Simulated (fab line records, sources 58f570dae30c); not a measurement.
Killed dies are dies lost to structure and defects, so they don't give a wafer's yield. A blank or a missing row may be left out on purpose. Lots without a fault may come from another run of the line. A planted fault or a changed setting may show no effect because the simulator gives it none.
A struck lot beside a sound one | flow berkeley_cmos170 | 16 steps out of a route of 331
Sound: wafers L786.1, L786.4, L786.6. Struck: wafers L788.2, L788.4, L788.5. The cause comes at the end.
At each step with rows: each side's tool, then ch and its chambers, then its first start. Under that, the readings that differ: sound wafers | struck wafers | difference of the means | sigmas: that difference in standard deviations of wafers without a fault.
alike: readings whose means differ by less than 2 such deviations, and words and numbers that are the same on both sides. not compared: withheld readings, readings that some wafer has no value for, bounds like >300 that may hide the same value, and numbers for which the record gives no deviation and whose values overlap.
The two part at a step that has a row with sigmas, a row that says differs or no value, or rows on one side only. Numbers that don't overlap but have no deviation are shown without sigmas and don't part them. A reading that every wafer of one side lacks parts them only if that side has two wafers or more.

first, 1 step without rows for these wafers: UCB170_NWELL_OXIDATION_01 (target thk 26.4 nm, ox time 1260 s).
UCB170_NWELL_THK_MEAS_02:
  sound on film_metro-02, day 2 09:44; struck on film_metro-03, day 2 17:09
  alike: NWELL_OXIDE_THK
then, 2 steps without rows for these wafers: UCB170_NWELL_ANNEAL_03 (time 900 s); UCB170_NWELL_CVD_04 (deposits Si3N4 from SiH2Cl2/NH3, target thk 224 nm, time 3360 s).
UCB170_NWELL_THK_MEAS_05:
  sound on film_metro-03, day 2 14:22; struck on film_metro-01, day 2 23:20
  alike: NWELL_NITRIDE_THK
then, 6 steps without rows for these wafers: UCB170_NWELL_HMDS_06 (prime time 60 s); UCB170_NWELL_COAT_07 (resist thk 900 nm); UCB170_NWELL_SOFTBAKE_08 (time 60 s); UCB170_NWELL_EXPOSE_09 (exposes mask NWELL, target cd 3000 nm); UCB170_NWELL_PEB_10; UCB170_NWELL_DEVELOP_11 (develop time 45 s).
UCB170_NWELL_OVL_MEAS_12:
  sound on overlay-01, day 2 15:23; struck on overlay-01, day 3 00:52
  alike: NWELL_OVL
UCB170_NWELL_ETCH_13: etches Si3N4 in CH3F/Ar/O2, stops on SiO2, target depth 246.4 nm, time 154 s.
  sound on rie_diel-01 ch 0,1, day 2 15:25; struck on rie_diel-01 ch 0,2,3, day 3 00:53
  no value came back on the struck wafers for any of 6 readings (CH3F_flow_sccm (sccm), O2_flow_sccm (sccm) and others); on the sound wafers CH3F_flow_sccm (sccm) reads 19.85 19.99 19.97
  reading                                | sound             | struck            | difference | sigmas
  model.KrF_of_NWELL_COAT_07.thk_nm (nm) | 723.1 724.4 727.5 | 883.6 883.2 884.6 | +158.8     |
  not compared: rf_hours_counter_h
then, 1 step without rows for these wafers: UCB170_NWELL_IMPLANT_14.
UCB170_NWELL_STRIP_15: strips in O2.
  sound on plasma_asher-02 ch 0,1, day 2 15:40; struck on plasma_asher-04 ch 0,1, day 3 01:08
  reading                      | sound             | struck            | difference | sigmas
  oes_product_au (a.u.)        | 0.730 0.708 0.719 | 0.734 0.737 0.738 | +0.017     | +3
  strip_time_to_endpoint_s (s) | 18.06 18.09 18.16 | 21.58 21.57 21.59 | +3.48      | +32
  alike: drypump_motor_current_A
  not compared: rf_hours_counter_h
UCB170_NWELL_TW_MEAS_16:
  sound on film_metro-01, day 2 15:46; struck on film_metro-03, day 3 01:15
  alike: NWELL_TW

WHERE THEY PART
First at UCB170_NWELL_ETCH_13; last, within this record, at UCB170_NWELL_STRIP_15. Later steps at which nothing parts them and some readings are alike: UCB170_NWELL_TW_MEAS_16.

WHY: what the simulator had put in
Skipped step whole: rie_diel-01, from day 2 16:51 on, at UCB170_NWELL_ETCH_13. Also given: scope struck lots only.
